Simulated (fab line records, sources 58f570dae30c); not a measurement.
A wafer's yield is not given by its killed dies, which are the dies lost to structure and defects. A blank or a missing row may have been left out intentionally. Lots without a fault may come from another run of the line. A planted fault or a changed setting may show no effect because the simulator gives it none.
Which tool is to blame? / flow berkeley cmos170 / Sampling: 24 lots, 72 wafers, 6 of 331 route steps

WHAT EACH GAUGE READ, for each wafer
UCB170_PSD_CD_MEAS_06 targets a cd of 1200 nm. Usual: cd nm reads 1199.4 nm (standard deviation 1.7).
lot=L074; measured=day 6 16:35; on=cd sem-01; cd nm (nm)=1198.7 1197.6 1198.2; flag=
lot=L076; measured=day 6 16:47; on=cd sem-01; cd nm (nm)=1200.7 1200.7 1201.1; flag=
lot=L075; measured=day 6 17:05; on=cd sem-02; cd nm (nm)=1203.6 1202.7 1202.6; flag=
lot=L077; measured=day 7 00:57; on=cd sem-02; cd nm (nm)=1202.1 1200.8 1200.6; flag=
lot=L079; measured=day 7 11:13; on=cd sem-02; cd nm (nm)=1200.3 1201.2 1201.2; flag=
lot=L078; measured=day 7 11:31; on=cd sem-02; cd nm (nm)=1196.8 1195.3 1196.6; flag=
lot=L081; measured=day 7 16:59; on=cd sem-02; cd nm (nm)=1200.7 1199.3 1199.3; flag=
lot=L080; measured=day 7 17:21; on=cd sem-02; cd nm (nm)=1198.8 1199.7 1199.2; flag=
lot=L082; measured=day 8 08:49; on=cd sem-01; cd nm (nm)=1198.3 1200.2 1198.5; flag=
lot=L086; measured=day 8 13:57; on=cd sem-01; cd nm (nm)=1201.2 1200.3 1201.2; flag=
lot=L084; measured=day 8 14:11; on=cd sem-02; cd nm (nm)=1197.0 1197.4 1197.4; flag=
lot=L083; measured=day 8 14:44; on=cd sem-01; cd nm (nm)=1199.2 1200.4 1198.5; flag=
lot=L085; measured=day 8 14:52; on=cd sem-01; cd nm (nm)=1197.5 1198.6 1198.2; flag=
lot=L087; measured=day 9 12:44; on=cd sem-02; cd nm (nm)=1199.5 1200.2 1199.4; flag=
lot=L089; measured=day 9 17:02; on=cd sem-01; cd nm (nm)=1200.0 1200.2 1199.0; flag=
lot=L088; measured=day 9 17:09; on=cd sem-02; cd nm (nm)=1201.6 1201.0 1200.2; flag=
lot=L090; measured=day 10 01:07; on=cd sem-01; cd nm (nm)=1199.0 1198.1 1198.5; flag=
lot=L091; measured=day 10 01:22; on=cd sem-01; cd nm (nm)=1197.5 1196.9 1198.5; flag=
lot=L093; measured=day 10 06:40; on=cd sem-02; cd nm (nm)=1198.4 1198.8 1197.3; flag=
lot=L092; measured=day 10 06:47; on=cd sem-01; cd nm (nm)=1197.8 1198.4 1199.5; flag=
lot=L096; measured=day 10 22:10; on=cd sem-02; cd nm (nm)=1198.4 1198.0 1197.7; flag=
lot=L094; measured=day 10 22:13; on=cd sem-01; cd nm (nm)=1201.3 1200.9 1200.8; flag=
lot=L095; measured=day 10 22:25; on=cd sem-02; cd nm (nm)=1201.1 1203.1 1201.7; flag=
lot=L097; measured=day 11 03:13; on=cd sem-02; cd nm (nm)=1200.2 1201.5 1199.8; flag=

UCB170_CONTACT_OVL_MEAS_16. Usual: for CONTACT_OVL the level is 0 nm and the standard deviation is 5.2.
lot=L074; measured=day 7 01:56; on=overlay-01; CONTACT_OVL (nm)=-3 7 0; flag=
lot=L076; measured=day 7 02:10; on=overlay-02; CONTACT_OVL (nm)=2 5 0; flag=
lot=L075; measured=day 7 02:28; on=overlay-01; CONTACT_OVL (nm)=-5 -3 -10; flag=
lot=L077; measured=day 7 09:36; on=overlay-01; CONTACT_OVL (nm)=5 6 7; flag=
lot=L079; measured=day 7 20:10; on=overlay-02; CONTACT_OVL (nm)=1 1 -2; flag=
lot=L078; measured=day 7 20:44; on=overlay-02; CONTACT_OVL (nm)=-1 3 -7; flag=
lot=L081; measured=day 8 03:22; on=overlay-02; CONTACT_OVL (nm)=0 4 3; flag=
lot=L080; measured=day 8 03:05; on=overlay-01; CONTACT_OVL (nm)=-3 3 1; flag=
lot=L082; measured=day 8 18:42; on=overlay-02; CONTACT_OVL (nm)=3 -2 0; flag=
lot=L086; measured=day 8 23:30; on=overlay-01; CONTACT_OVL (nm)=4 -3 3; flag=
lot=L084; measured=day 9 00:38; on=overlay-02; CONTACT_OVL (nm)=-3 -4 -2; flag=
lot=L083; measured=day 9 00:52; on=overlay-01; CONTACT_OVL (nm)=-7 -5 0; flag=
lot=L085; measured=day 9 00:55; on=overlay-02; CONTACT_OVL (nm)=1 1 3; flag=
lot=L087; measured=day 9 22:05; on=overlay-01; CONTACT_OVL (nm)=6 1 14; flag=
lot=L089; measured=day 10 02:37; on=overlay-01; CONTACT_OVL (nm)=-11 -5 -2; flag=
lot=L088; measured=day 10 05:06; on=overlay-01; CONTACT_OVL (nm)=7 1 -1; flag=
lot=L090; measured=day 10 09:10; on=overlay-01; CONTACT_OVL (nm)=10 5 -2; flag=
lot=L091; measured=day 10 09:40; on=overlay-02; CONTACT_OVL (nm)=12 11 3; flag=
lot=L093; measured=day 10 14:40; on=overlay-01; CONTACT_OVL (nm)=5 -4 5; flag=
lot=L092; measured=day 10 15:17; on=overlay-02; CONTACT_OVL (nm)=-2 -9 -2; flag=
lot=L096; measured=day 11 08:10; on=overlay-01; CONTACT_OVL (nm)=5 1 -7; flag=
lot=L094; measured=day 11 07:39; on=overlay-02; CONTACT_OVL (nm)=-3 -2 -1; flag=
lot=L095; measured=day 11 07:55; on=overlay-02; CONTACT_OVL (nm)=-16 -5 1; flag=
lot=L097; measured=day 11 14:49; on=overlay-02; CONTACT_OVL (nm)=-3 -10 2; flag=

UCB170_V2_THK_MEAS_04. Usual: for V2_POLISHED_THK the level is 1000.0 nm and the standard deviation is 1.2.
lot=L074; measured=day 7 15:07; on=film metro-02; V2_POLISHED_THK (nm)=997.7 997.1 998.9; flag=
lot=L076; measured=day 7 15:45; on=film metro-02; V2_POLISHED_THK (nm)=1000.7 999.4 999.6; flag=
lot=L075; measured=day 7 16:02; on=film metro-01; V2_POLISHED_THK (nm)=998.3 999.6 1000.3; flag=
lot=L077; measured=day 8 00:11; on=film metro-02; V2_POLISHED_THK (nm)=1001.7 1001.2 1001.2; flag=
lot=L079; measured=day 8 10:11; on=film metro-04; V2_POLISHED_THK (nm)=1001.5 1000.0 1001.0; flag=
lot=L078; measured=day 8 09:50; on=film metro-01; V2_POLISHED_THK (nm)=999.8 1000.5 998.1; flag=
lot=L081; measured=day 8 19:13; on=film metro-02; V2_POLISHED_THK (nm)=998.1 1001.1 1000.6; flag=
lot=L080; measured=day 8 21:34; on=film metro-01; V2_POLISHED_THK (nm)=1000.7 1001.9 999.3; flag=
lot=L082; measured=day 9 07:23; on=film metro-04; V2_POLISHED_THK (nm)=999.5 1000.1 1000.0; flag=
lot=L086; measured=day 9 10:38; on=film metro-04; V2_POLISHED_THK (nm)=1001.6 999.9 1001.8; flag=
lot=L084; measured=day 9 13:01; on=film metro-04; V2_POLISHED_THK (nm)=998.6 998.8 1001.6; flag=
lot=L083; measured=day 9 13:50; on=film metro-02; V2_POLISHED_THK (nm)=1000.4 998.9 1000.6; flag=
lot=L085; measured=day 9 13:20; on=film metro-04; V2_POLISHED_THK (nm)=998.9 999.4 998.5; flag=
lot=L087; measured=day 10 12:19; on=film metro-04; V2_POLISHED_THK (nm)=997.4 999.6 999.7; flag=
lot=L089; measured=day 10 12:37; on=film metro-01; V2_POLISHED_THK (nm)=1000.7 1001.3 1001.5; flag=
lot=L088; measured=day 10 17:41; on=film metro-01; V2_POLISHED_THK (nm)=999.2 1000.6 999.9; flag=
lot=L090; measured=day 10 22:32; on=film metro-01; V2_POLISHED_THK (nm)=999.1 1000.6 1000.0; flag=
lot=L091; measured=day 10 23:13; on=film metro-04; V2_POLISHED_THK (nm)=1001.5 999.6 999.3; flag=
lot=L093; measured=day 11 04:23; on=film metro-01; V2_POLISHED_THK (nm)=1001.9 1000.1 999.8; flag=
lot=L092; measured=day 11 04:17; on=film metro-04; V2_POLISHED_THK (nm)=998.2 999.8 1000.3; flag=
lot=L096; measured=day 12 00:25; on=film metro-01; V2_POLISHED_THK (nm)=998.9 1000.1 998.3; flag=
lot=L094; measured=day 12 00:50; on=film metro-02; V2_POLISHED_THK (nm)=1000.3 1001.2 1000.1; flag=
lot=L095; measured=day 12 00:17; on=film metro-02; V2_POLISHED_THK (nm)=1001.1 999.9 1000.0; flag=
lot=L097; measured=day 12 06:54; on=film metro-04; V2_POLISHED_THK (nm)=1001.6 998.3 1000.8; flag=

UCB170_V2_OVL_MEAS_13. Usual: for V2_OVL the level is -4 nm and the standard deviation is 5.8.
lot=L074; measured=day 7 17:02; on=overlay-02; V2_OVL (nm)=-10 -14 -15; flag=
lot=L076; measured=day 7 17:19; on=overlay-01; V2_OVL (nm)=-10 -6 -5; flag=
lot=L075; measured=day 7 17:33; on=overlay-02; V2_OVL (nm)=-12 -14 -14; flag=
lot=L077; measured=day 8 01:25; on=overlay-01; V2_OVL (nm)=-6 -4 -4; flag=
lot=L079; measured=day 8 11:31; on=overlay-01; V2_OVL (nm)=12 7 6; flag=
lot=L078; measured=day 8 11:09; on=overlay-02; V2_OVL (nm)=-5 -5 -9; flag=
lot=L081; measured=day 8 20:27; on=overlay-02; V2_OVL (nm)=-2 -6 -9; flag=
lot=L080; measured=day 8 22:52; on=overlay-02; V2_OVL (nm)=3 2 6; flag=
lot=L082; measured=day 9 08:43; on=overlay-01; V2_OVL (nm)=-10 -10 -9; flag=
lot=L086; measured=day 9 11:57; on=overlay-01; V2_OVL (nm)=4 4 0; flag=
lot=L084; measured=day 9 14:17; on=overlay-01; V2_OVL (nm)=5 2 2; flag=
lot=L083; measured=day 9 15:14; on=overlay-01; V2_OVL (nm)=4 0 10; flag=
lot=L085; measured=day 9 14:50; on=overlay-01; V2_OVL (nm)=-2 -5 0; flag=
lot=L087; measured=day 10 13:50; on=overlay-02; V2_OVL (nm)=3 -3 -1; flag=
lot=L089; measured=day 10 14:07; on=overlay-02; V2_OVL (nm)=-7 -15 -5; flag=
lot=L088; measured=day 10 19:23; on=overlay-02; V2_OVL (nm)=-7 -7 1; flag=
lot=L090; measured=day 10 23:44; on=overlay-02; V2_OVL (nm)=-4 2 -1; flag=
lot=L091; measured=day 11 00:57; on=overlay-02; V2_OVL (nm)=-10 -7 -5; flag=
lot=L093; measured=day 11 06:28; on=overlay-01; V2_OVL (nm)=-9 -6 -10; flag=
lot=L092; measured=day 11 06:01; on=overlay-02; V2_OVL (nm)=-8 1 -6; flag=
lot=L096; measured=day 12 02:13; on=overlay-01; V2_OVL (nm)=5 0 4; flag=
lot=L094; measured=day 12 02:31; on=overlay-02; V2_OVL (nm)=-9 -17 -15; flag=
lot=L095; measured=day 12 01:58; on=overlay-02; V2_OVL (nm)=-4 4 -4; flag=
lot=L097; measured=day 12 08:38; on=overlay-01; V2_OVL (nm)=-6 -9 0; flag=

UCB170_M3_CD_MEAS_90 targets a cd of 700 nm. Usual: cd nm reads 700 nm (standard deviation 4.1).
lot=L074; measured=day 7 21:21; on=cd sem-02; cd nm (nm)=702 695 704; flag=
lot=L076; measured=day 7 21:34; on=cd sem-02; cd nm (nm)=697 694 698; flag=
lot=L075; measured=day 7 22:02; on=cd sem-02; cd nm (nm)=707 706 703; flag=
lot=L077; measured=day 8 04:42; on=cd sem-01; cd nm (nm)=709 707 707; flag=
lot=L079; measured=day 8 16:32; on=cd sem-02; cd nm (nm)=695 695 695; flag=
lot=L078; measured=day 8 15:23; on=cd sem-02; cd nm (nm)=700 701 700; flag=
lot=L081; measured=day 8 23:55; on=cd sem-01; cd nm (nm)=704 705 699; flag=
lot=L080; measured=day 9 03:07; on=cd sem-01; cd nm (nm)=703 698 701; flag=
lot=L082; measured=day 9 11:55; on=cd sem-02; cd nm (nm)=700 702 701; flag=
lot=L086; measured=day 9 14:58; on=cd sem-02; cd nm (nm)=698 693 698; flag=
lot=L084; measured=day 9 19:32; on=cd sem-01; cd nm (nm)=697 699 702; flag=
lot=L083; measured=day 9 20:25; on=cd sem-02; cd nm (nm)=695 693 692; flag=
lot=L085; measured=day 9 20:16; on=cd sem-01; cd nm (nm)=697 701 694; flag=
lot=L087; measured=day 10 17:23; on=cd sem-01; cd nm (nm)=697 700 695; flag=
lot=L089; measured=day 10 18:04; on=cd sem-01; cd nm (nm)=705 700 698; flag=
lot=L088; measured=day 10 22:47; on=cd sem-02; cd nm (nm)=693 694 696; flag=
lot=L090; measured=day 11 02:56; on=cd sem-02; cd nm (nm)=704 699 705; flag=
lot=L091; measured=day 11 03:47; on=cd sem-01; cd nm (nm)=703 705 694; flag=
lot=L093; measured=day 11 09:53; on=cd sem-01; cd nm (nm)=700 699 692; flag=
lot=L092; measured=day 11 09:49; on=cd sem-02; cd nm (nm)=697 704 705; flag=
lot=L096; measured=day 12 06:31; on=cd sem-02; cd nm (nm)=698 694 699; flag=
lot=L094; measured=day 12 07:07; on=cd sem-02; cd nm (nm)=702 698 701; flag=
lot=L095; measured=day 12 06:23; on=cd sem-02; cd nm (nm)=703 704 696; flag=
lot=L097; measured=day 12 11:59; on=cd sem-01; cd nm (nm)=698 705 700; flag=

EACH LOT AND THE TOOL THAT RAN IT (in order: tool; ch and the chambers of the sampled wafers; start)
lot=L074; UCB170_M3_METAL_ETCH_18=rie metal-01 ch 0,1, day 7 21:05
lot=L076; UCB170_M3_METAL_ETCH_18=rie metal-04 ch 0,1, day 7 21:16
lot=L075; UCB170_M3_METAL_ETCH_18=rie metal-02 ch 0, day 7 21:37
lot=L077; UCB170_M3_METAL_ETCH_18=rie metal-02 ch 0, day 8 04:06
lot=L079; UCB170_M3_METAL_ETCH_18=rie metal-04 ch 0, day 8 16:12
lot=L078; UCB170_M3_METAL_ETCH_18=rie metal-02 ch 0, day 8 14:55
lot=L081; UCB170_M3_METAL_ETCH_18=rie metal-04 ch 0,1, day 8 23:38
lot=L080; UCB170_M3_METAL_ETCH_18=rie metal-01 ch 0,1, day 9 02:52
lot=L082; UCB170_M3_METAL_ETCH_18=rie metal-02 ch 0,1, day 9 11:37
lot=L086; UCB170_M3_METAL_ETCH_18=rie metal-02 ch 0,1, day 9 14:41
lot=L084; UCB170_M3_METAL_ETCH_18=rie metal-01 ch 0,1, day 9 19:14
lot=L083; UCB170_M3_METAL_ETCH_18=rie metal-04 ch 0, day 9 19:59
lot=L085; UCB170_M3_METAL_ETCH_18=rie metal-02 ch 0,1, day 9 19:58
lot=L087; UCB170_M3_METAL_ETCH_18=rie metal-02 ch 0,1, day 10 17:05
lot=L089; UCB170_M3_METAL_ETCH_18=rie metal-01 ch 0,1, day 10 17:47
lot=L088; UCB170_M3_METAL_ETCH_18=rie metal-02 ch 0,1, day 10 22:30
lot=L090; UCB170_M3_METAL_ETCH_18=rie metal-01 ch 0,1, day 11 02:38
lot=L091; UCB170_M3_METAL_ETCH_18=rie metal-02 ch 0,1, day 11 03:30
lot=L093; UCB170_M3_METAL_ETCH_18=rie metal-04 ch 0,1, day 11 09:36
lot=L092; UCB170_M3_METAL_ETCH_18=rie metal-01 ch 0,1, day 11 09:32
lot=L096; UCB170_M3_METAL_ETCH_18=rie metal-01 ch 0,1, day 12 06:15
lot=L094; UCB170_M3_METAL_ETCH_18=rie metal-04 ch 0,1, day 12 06:52
lot=L095; UCB170_M3_METAL_ETCH_18=rie metal-02 ch 0,1, day 12 06:04
lot=L097; UCB170_M3_METAL_ETCH_18=rie metal-01 ch 0,1, day 12 11:43
- UCB170_M3_METAL_ETCH_18: etches Al in Cl2/BCl3, stops on SiO2, target depth 1170 nm, time 195 s.

WHAT THE TOOLS THEMSELVES READ (means of the sampled wafers that have a number; where no wafer has one, the mark that the record gives instead)
UCB170_M3_METAL_ETCH_18. Usual: drypump motor current A 5.6 A, standard deviation 0.37; oes product au 0.855 a.u., standard deviation 0.012; throttle valve pct 24.31 %, standard deviation 0.22.
lot=L074; tool=rie metal-01; drypump motor current A (A)=5.6; oes product au (a.u.)=0.861; throttle valve pct (%)=24.35; flag=
lot=L076; tool=rie metal-04; drypump motor current A (A)=5.2; oes product au (a.u.)=0.856; throttle valve pct (%)=24.54; flag=
lot=L075; tool=rie metal-02; drypump motor current A (A)=5.9; oes product au (a.u.)=0.876; throttle valve pct (%)=24.28; flag=
lot=L077; tool=rie metal-02; drypump motor current A (A)=5.9; oes product au (a.u.)=0.863; throttle valve pct (%)=24.28; flag=
lot=L079; tool=rie metal-04; drypump motor current A (A)=4.9; oes product au (a.u.)=0.852; throttle valve pct (%)=24.49; flag=
lot=L078; tool=rie metal-02; drypump motor current A (A)=5.9; oes product au (a.u.)=0.860; throttle valve pct (%)=24.28; flag=
lot=L081; tool=rie metal-04; drypump motor current A (A)=5.6; oes product au (a.u.)=0.844; throttle valve pct (%)=24.64; flag=
lot=L080; tool=rie metal-01; drypump motor current A (A)=5.6; oes product au (a.u.)=0.865; throttle valve pct (%)=24.34; flag=
lot=L082; tool=rie metal-02; drypump motor current A (A)=5.9; oes product au (a.u.)=0.856; throttle valve pct (%)=24.15; flag=
lot=L086; tool=rie metal-02; drypump motor current A (A)=5.9; oes product au (a.u.)=0.855; throttle valve pct (%)=24.15; flag=
lot=L084; tool=rie metal-01; drypump motor current A (A)=5.6; oes product au (a.u.)=0.844; throttle valve pct (%)=24.35; flag=
lot=L083; tool=rie metal-04; drypump motor current A (A)=4.9; oes product au (a.u.)=0.859; throttle valve pct (%)=24.47; flag=
lot=L085; tool=rie metal-02; drypump motor current A (A)=5.9; oes product au (a.u.)=0.847; throttle valve pct (%)=24.15; flag=
lot=L087; tool=rie metal-02; drypump motor current A (A)=5.8; oes product au (a.u.)=0.853; throttle valve pct (%)=24.02; flag=
lot=L089; tool=rie metal-01; drypump motor current A (A)=5.5; oes product au (a.u.)=0.857; throttle valve pct (%)=24.28; flag=
lot=L088; tool=rie metal-02; drypump motor current A (A)=5.8; oes product au (a.u.)=0.848; throttle valve pct (%)=24.02; flag=
lot=L090; tool=rie metal-01; drypump motor current A (A)=5.6; oes product au (a.u.)=0.853; throttle valve pct (%)=24.35; flag=
lot=L091; tool=rie metal-02; drypump motor current A (A)=5.9; oes product au (a.u.)=0.866; throttle valve pct (%)=24.15; flag=
lot=L093; tool=rie metal-04; drypump motor current A (A)=5.6; oes product au (a.u.)=0.841; throttle valve pct (%)=24.63; flag=
lot=L092; tool=rie metal-01; drypump motor current A (A)=5.7; oes product au (a.u.)=0.857; throttle valve pct (%)=24.35; flag=
lot=L096; tool=rie metal-01; drypump motor current A (A)=5.5; oes product au (a.u.)=0.852; throttle valve pct (%)=24.30; flag=
lot=L094; tool=rie metal-04; drypump motor current A (A)=5.6; oes product au (a.u.)=0.852; throttle valve pct (%)=24.63; flag=
lot=L095; tool=rie metal-02; drypump motor current A (A)=5.9; oes product au (a.u.)=0.849; throttle valve pct (%)=24.16; flag=
lot=L097; tool=rie metal-01; drypump motor current A (A)=5.5; oes product au (a.u.)=0.859; throttle valve pct (%)=24.29; flag=

THE ANSWER, worked out from the rows above alone
Rule: a lot counts as off when the mean over its wafers that have a number is more than 3 standard deviations away from the usual mean. A lot without any number at a reading at which 4 lots or more have one is off too. The other lots that the step has rows for count as sound. First the gauges in route order, then the tools' own readings, where a lot's mean is used as printed above. At the first step where some lot is off, the reading lying furthest off is the one used; lots without a number count as furthest.
Nothing can be told from this: no lot is off at any reading shown.

WHAT THE SIMULATOR HAD INSERTED
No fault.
